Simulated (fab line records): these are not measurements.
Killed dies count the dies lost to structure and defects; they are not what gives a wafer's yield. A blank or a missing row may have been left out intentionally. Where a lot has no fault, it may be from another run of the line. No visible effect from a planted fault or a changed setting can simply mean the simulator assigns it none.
Code-filled problem report in 8D (eight disciplines) form + flow rit_cmos + the parts of the form that need people (team, actions taken, sign-off) are left out

== 1. THE PROBLEM ==
Wafers without a fault read 62.55 W, standard deviation 0.047; heater_power_total_W at RIT_ACTIVE_HARDBAKE_12 reads a mean of 64.39 W on 6 wafers belonging to 2 lots. Relative to the usual mean, that is a shift of +39 standard deviations.
The step: time 60 s.
The first sign was on wafer L717.2 at day 4 02:43, on litho_track-03. Wafers with a number at this step in the record: 42, from 14 lots. By rule, "out" or "out of limits" means more than 4 standard deviations away from the usual mean. The rest of the wafers with a number are treated as sound.

== 2. WHAT THIS IS AND IS NOT ==
| question                    | is                                 | is not                                                                                       |
|-----------------------------|------------------------------------|----------------------------------------------------------------------------------------------|
| which readings at this step | heater_power_total_W, plate_temp_C | -                                                                                            |
| which lots                  | L717, L722                         | L705, L706, L709, L710, L713, L714, L715, L718, L725, L726, L727, L728                       |
| which wafers of those lots  | all that have a number             | -                                                                                            |
| read on which tools         | litho_track-03                     | litho_track-01, litho_track-04                                                               |
| when                        | from day 4 02:43                   | up to then (21 sound wafers); but 15 sound wafers of L718, L725, L726, L727, L728 came after |

== 3. WHAT RULES OUT EACH SUSPECT ==
Counting: a tool at a process step up to the reading stays a suspect if it ran every lot that is out and no sound lot after the first of them.
- litho_track-03 at RIT_ACTIVE_HARDBAKE_12 (time 60 s): kept. All lots that are out passed through it, beginning with L717 at day 4 02:43, and no sound lot followed; its final sound lot before that point was L714 at day 3 11:34. Out on those wafers are its own readings of heater_power_total_W, plate_temp_C.
The count leaves litho_track-03 at RIT_ACTIVE_HARDBAKE_12.

== 4. THE CAUSE (what the simulator had put in) ==
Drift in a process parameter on litho_track-03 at RIT_ACTIVE_HARDBAKE_12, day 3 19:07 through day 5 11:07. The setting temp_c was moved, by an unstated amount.
Counting left only this tool.

== 5. THE CHAIN OF EFFECTS, in route order ==
Each row: a reading whose mean over the struck wafers that have a number lies more than 3 standard deviations from the usual. Only readings whose record carries a usual standard deviation are examined. hours: median over the lots of the time between each lot's start at the first step of this table that gives one and its start at this step. sigmas: the change, counted in usual standard deviations.
| hours | step                   | reading              | usual    | on struck wafers | change | sigmas |
|-------|------------------------|----------------------|----------|------------------|--------|--------|
| 0     | RIT_ACTIVE_HARDBAKE_12 | heater_power_total_W | 62.55 W  | 64.39            | +1.84  | +39    |
| 0     | RIT_ACTIVE_HARDBAKE_12 | plate_temp_C         | 140.03 C | 143.16           | +3.13  | +21    |
It contains these process steps:
- RIT_ACTIVE_HARDBAKE_12: time 60 s.

== 6. WHAT WOULD HAVE CAUGHT IT SOONER ==
The fault began at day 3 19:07; the first out-of-limits reading in this record came at day 4 02:43, 8 hours later.
